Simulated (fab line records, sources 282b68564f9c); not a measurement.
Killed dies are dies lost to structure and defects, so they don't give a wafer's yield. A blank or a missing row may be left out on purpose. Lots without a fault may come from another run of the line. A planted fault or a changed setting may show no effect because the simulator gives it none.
A struck lot beside a sound one | flow rit_cmos | 15 steps out of a route of 202
Sound: wafers L778.1, L778.3, L778.5. Struck: wafers L788.1, L788.2, L788.3. The cause comes at the end.
At each step with rows: each side's tool, then ch and its chambers, then its first start. Under that, the readings that differ: sound wafers | struck wafers | difference of the means | sigmas: that difference in standard deviations of wafers without a fault.
alike: readings whose means differ by less than 2 such deviations, and words and numbers that are the same on both sides. not compared: withheld readings, readings that some wafer has no value for, bounds like >300 that may hide the same value, and numbers for which the record gives no deviation and whose values overlap.
The two part at a step that has a row with sigmas, a row that says differs or no value, or rows on one side only. Numbers that don't overlap but have no deviation are shown without sigmas and don't part them. A reading that every wafer of one side lacks parts them only if that side has two wafers or more.

first, 3 steps without rows for these wafers: RIT_SDANNEAL_CLEAN_00 (cleans in SC1, time 600 s); RIT_SDANNEAL_CLEAN_01 (cleans in dHF, time 30 s); RIT_SDANNEAL_CLEAN_02 (cleans in SC2, time 600 s).
RIT_SDANNEAL_RTA_03: time 5 s.
  sound on rtp_anneal-02 ch 0, day 3 09:35; struck on rtp_anneal-02 ch 0, day 5 09:41
  alike: chamber_o2_ppm, wafer_temp_C_max
RIT_SDANNEAL_RS_MEAS_04: measures by four-point-probe.
  sound on film_metro-04, day 3 09:39; struck on film_metro-04, day 5 09:45
  alike: PSD_RS
RIT_SDANNEAL_RS_MEAS_05: measures by four-point-probe.
  sound on film_metro-04, day 3 09:46; struck on film_metro-04, day 5 09:52
  alike: NSD_RS
RIT_SDANNEAL_RS_MEAS_06: measures by four-point-probe.
  sound on film_metro-04, day 3 09:53; struck on film_metro-04, day 5 09:59
  alike: PLDD_RS
RIT_SDANNEAL_RS_MEAS_07: measures by four-point-probe.
  sound on film_metro-04, day 3 10:01; struck on film_metro-04, day 5 10:07
  alike: NLDD_RS
then, 1 step without rows for these wafers: RIT_SILICIDE_WET_ETCH_00 (etches SiO2 in BOE, target depth 14 nm, time 15 s).
RIT_SILICIDE_SPUTTER_01: material Ti, target thk 30 nm, time 240 s.
  sound on pvd_sputter-02, day 3 10:08; struck on pvd_sputter-01, day 5 10:14
  alike: throttle_valve_pct
RIT_SILICIDE_RS_MEAS_02: measures by four-point-probe.
  sound on film_metro-02, day 3 10:17; struck on film_metro-02, day 5 10:23
  alike: SILICIDE_TI_RS
RIT_SILICIDE_THK_MEAS_03: measures by xrf.
  sound on film_metro-02, day 3 10:25; struck on film_metro-02, day 5 10:31
  alike: SILICIDE_TI_THK
RIT_SILICIDE_RTA_04: time 10 s, ramp up 5 s, ramp down 5 s.
  sound on rtp_anneal-01 ch 0, day 3 10:28; struck on rtp_anneal-01 ch 0, day 5 10:34
  reading        | sound             | struck               | difference | sigmas
  chamber_o2_ppm | 2.032 2.029 2.025 | 1502.0 1502.0 1502.0 | +1500.0    | +99 or more
  alike: wafer_temp_C_max
then, 1 step without rows for these wafers: RIT_SILICIDE_WET_ETCH_05 (etches Ti in SPM, time 120 s).
RIT_M1_PROBE_99:
  the record has rows for the sound wafers here (prober-02, day 3 17:05) and none for the struck ones

WHERE THEY PART
First at RIT_SILICIDE_RTA_04; last, within this record, at RIT_M1_PROBE_99.

WHY: what the simulator had put in
Process parameter drift: rtp_anneal-01, from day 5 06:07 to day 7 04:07, at RIT_SILICIDE_RTA_04. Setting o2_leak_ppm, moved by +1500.
